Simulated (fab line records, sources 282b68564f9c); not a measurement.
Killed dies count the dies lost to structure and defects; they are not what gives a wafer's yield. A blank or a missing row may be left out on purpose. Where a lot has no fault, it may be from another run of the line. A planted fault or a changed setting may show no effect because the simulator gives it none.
Struck lot and sound lot, side by side ; flow rit-cmos ; 15 out of 202 route steps
Sound: wafers L449.1, L449.3, L449.4. Struck: wafers L460.1, L460.3, L460.6. The cause comes at the end.
Each step with rows lists, per side, the tool, then ch with its chambers, then its first start. Under that, the readings that differ: sound wafers ; struck wafers ; difference of the means ; sigmas: that difference in standard deviations of wafers without a fault.
alike: a reading whose means differ by less than 2 such deviations, as well as words and numbers matching on both sides. not compared: withheld readings; readings where some wafer has no value; bounds like >300 that might hide an equal value; numbers whose values overlap and for which the record gives no deviation.
Wherever a step has rows on one side only, a row that says differs or no value, or a row with sigmas, the two part there. Numbers that don't overlap but have no deviation are shown without sigmas and don't part them. A reading missing from all wafers of one side parts the sides only when that side holds two or more wafers.

first, 5 steps without rows for these wafers: RIT_PRETRO_COAT_01 (resist thk 1300 nm); RIT_PRETRO_SOFTBAKE_02 (time 60 s); RIT_PRETRO_EXPOSE_03 (exposes mask M5, target cd 43700 nm); RIT_PRETRO_PEB_04; RIT_PRETRO_DEVELOP_05 (develop time 68 s).
RIT_PRETRO_OVL_MEAS_06:
  sound: overlay-01 at day 4 07:56; struck: overlay-02 at day 6 11:38
  alike: PRETRO_OVL
then, 2 steps without rows for these wafers: RIT_PRETRO_HARDBAKE_07 (time 120 s); RIT_PRETRO_IMPLANT_08.
RIT_PRETRO_STRIP_09: strips in O2, time 180 s.
  sound on plasma-asher-03 ch 0,1, day 4 08:22; struck on plasma-asher-02 ch 0, day 6 12:04
  alike: drypump-motor-current-A, rf-refl-power-W
  not compared: rf-hours-counter-h
RIT_PRETRO_TW_MEAS_10:
  sound: film-metro-04 at day 4 08:33; struck: film-metro-04 at day 6 12:14
  alike: PRETRO_TW
then, 2 steps without rows for these wafers: RIT_GATE_WET_ETCH_00 (etches SiO2 in BOE, target depth 56 nm, time 60 s); RIT_GATE_CLEAN_01 (cleans in SC1, time 600 s).
RIT_GATE_CLEAN_02: cleans in dHF, time 30 s.
  sound on wet-bench-03 ch 0, day 4 08:49; struck on wet-bench-03 ch 3, day 6 12:31
reading;sound;struck;difference;sigmas
run-length-s (s);57.7 57.7 57.7;71.8 71.8 71.8;+14.1;+6
then, 1 step without rows for these wafers: RIT_GATE_CLEAN_03 (cleans in SC2, time 600 s).
RIT_M1_PROBE_99:
  sound: prober-02 at day 5 12:49; struck: prober-02 at day 7 14:38
  alike: killed-at-contacts, killed-at-front-end, killed-dies, killed-open, killed-short

== WHERE THEY PART ==
RIT_GATE_CLEAN_02 only, going by this record. Later steps at which nothing parts them and some readings are alike: RIT_M1_PROBE_99.

WHY: what the simulator had put in
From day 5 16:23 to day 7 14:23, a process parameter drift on wet-bench-03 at RIT_GATE_CLEAN_02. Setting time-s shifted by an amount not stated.
